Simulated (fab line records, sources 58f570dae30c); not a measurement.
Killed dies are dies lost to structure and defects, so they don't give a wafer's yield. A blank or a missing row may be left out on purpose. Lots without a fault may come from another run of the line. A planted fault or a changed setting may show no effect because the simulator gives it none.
Which tool did it? | flow berkeley_cmos170 | 13 lots, 39 wafers sampled, at 3 steps of a route of 331

WHAT THE GAUGES READ, wafer by wafer
UCB170_NWELL_THK_MEAS_02.
lot  | measured    | on            | NWELL_OXIDE_THK (nm)
L824 | day 2 07:34 | film_metro-01 | 26.3 26.6 26.7
L825 | day 2 14:47 | film_metro-01 | 26.3 26.3 26.3
L826 | day 2 14:47 | film_metro-03 | 26.2 25.3 25.4
L827 | day 2 23:39 | film_metro-03 | 25.3 25.5 25.6
L831 | day 3 15:21 | film_metro-01 | 26.4 26.7 26.5
L832 | day 3 22:26 | film_metro-02 | 26.6 26.0 26.0
L833 | day 4 04:11 | film_metro-03 | 25.8 26.3 26.2
L834 | day 4 04:12 | film_metro-01 | 26.8 27.0 27.3
L836 | day 4 12:29 | film_metro-03 | 26.4 26.2 26.0
L835 | day 4 12:30 | film_metro-02 | 26.0 26.0 25.8
L838 | day 5 00:25 | film_metro-01 | 27.0 26.8 27.0
L837 | day 5 00:25 | film_metro-03 | 27.2 26.7 27.0
L845 | day 6 12:59 | film_metro-02 | 27.4 27.0 27.4

UCB170_PWELL_THK_MEAS_06.
lot  | measured    | on            | PWELL_NITRIDE_THK (nm)
L824 | day 3 16:26 | film_metro-02 | 220.9 220.4 222.6
L825 | day 3 16:26 | film_metro-04 | 217.8 218.7 219.5
L826 | day 3 16:30 | film_metro-02 | 219.5 220.8 218.4
L827 | day 4 03:16 | film_metro-03 | 217.6 216.1 217.5
L831 | day 4 20:48 | film_metro-03 | 219.3 218.8 219.1
L832 | day 4 20:47 | film_metro-04 | 217.5 221.3 219.9
L833 | day 5 07:45 | film_metro-03 | 221.8 221.1 221.2
L834 | day 5 07:44 | film_metro-02 | 220.8 217.9 217.8
L836 | day 5 18:16 | film_metro-03 | 221.5 221.3 220.6
L835 | day 5 18:16 | film_metro-04 | 218.3 218.4 218.8
L838 | day 6 05:10 | film_metro-02 | 218.3 219.6 217.8
L837 | day 6 05:11 | film_metro-04 | 218.9 218.4 218.1
L845 | day 7 14:51 | film_metro-04 | 221.6 221.5 220.4

WHICH TOOL RAN EACH LOT (tool, then ch and the chambers of the sampled wafers, then the start)
lot  | UCB170_NWELL_STRIP_15
L824 | plasma_asher-03 ch 0,1, day 2 17:37
L825 | plasma_asher-01 ch 0,1, day 3 02:10
L826 | plasma_asher-01 ch 0,1, day 3 02:26
L827 | plasma_asher-01 ch 0,1, day 3 09:46
L831 | plasma_asher-03 ch 0,1, day 4 02:48
L832 | plasma_asher-04 ch 0,1, day 4 06:24
L833 | plasma_asher-01 ch 0,1, day 4 15:12
L834 | plasma_asher-03 ch 1, day 4 15:18
L836 | plasma_asher-01 ch 0,1, day 4 21:50
L835 | plasma_asher-03 ch 0,1, day 4 22:01
L838 | plasma_asher-03 ch 0,1, day 5 07:35
L837 | plasma_asher-04 ch 0,1, day 5 07:21
L845 | plasma_asher-04 ch 0,1, day 6 23:17
- UCB170_NWELL_STRIP_15: strips in O2.

WHAT THE TOOLS THEMSELVES READ (means of the sampled wafers that have a number; where no wafer has one, the mark that the record gives instead)
UCB170_NWELL_STRIP_15.
lot  | tool            | drypump_motor_current_A (A) | oes_product_au (a.u.) | strip_time_to_endpoint_s (s)
L824 | plasma_asher-03 | 5.4                         | 0.716                 | 18.02
L825 | plasma_asher-01 | 6.5                         | 0.721                 | 18.05
L826 | plasma_asher-01 | 6.5                         | 0.723                 | 18.01
L827 | plasma_asher-01 | 6.4                         | 0.718                 | 18.05
L831 | plasma_asher-03 | 5.3                         | 0.726                 | 17.96
L832 | plasma_asher-04 | 5.9                         | 0.720                 | 17.97
L833 | plasma_asher-01 | 6.6                         | 0.722                 | 17.99
L834 | plasma_asher-03 | 5.6                         | 0.722                 | 18.01
L836 | plasma_asher-01 | 6.5                         | 0.722                 | 17.95
L835 | plasma_asher-03 | 5.4                         | 0.722                 | 17.95
L838 | plasma_asher-03 | 5.3                         | 0.721                 | 18.07
L837 | plasma_asher-04 | 5.9                         | 0.721                 | 17.84
L845 | plasma_asher-04 | 5.9                         | 0.727                 | 18.04

THE ANSWER, worked out from the rows above alone
Rule: what is usual is taken from the lots themselves. Put in order of their means at a reading, lots are off if they are a third of the lots or fewer, leave a main group of 4 or more, and stand apart from it by a gap of 3 or more times the standard deviation of the main group's means; of several such gaps the widest counts. A main group whose means are all the same, to the digits that the tables above print for the reading, isn't used. A lot without any number at a reading at which 4 lots or more have one is off too. The other lots that the step has rows for count as sound. The gauges are gone through in route order, then the tools' own readings, and for those a lot's mean is taken as printed above. The first step at which some lot is off is used, and at that step the reading that is off furthest; a lot without a number counts as furthest.
No lot is off at any reading shown: from this, nothing can be told.

WHAT THE SIMULATOR HAD PUT IN
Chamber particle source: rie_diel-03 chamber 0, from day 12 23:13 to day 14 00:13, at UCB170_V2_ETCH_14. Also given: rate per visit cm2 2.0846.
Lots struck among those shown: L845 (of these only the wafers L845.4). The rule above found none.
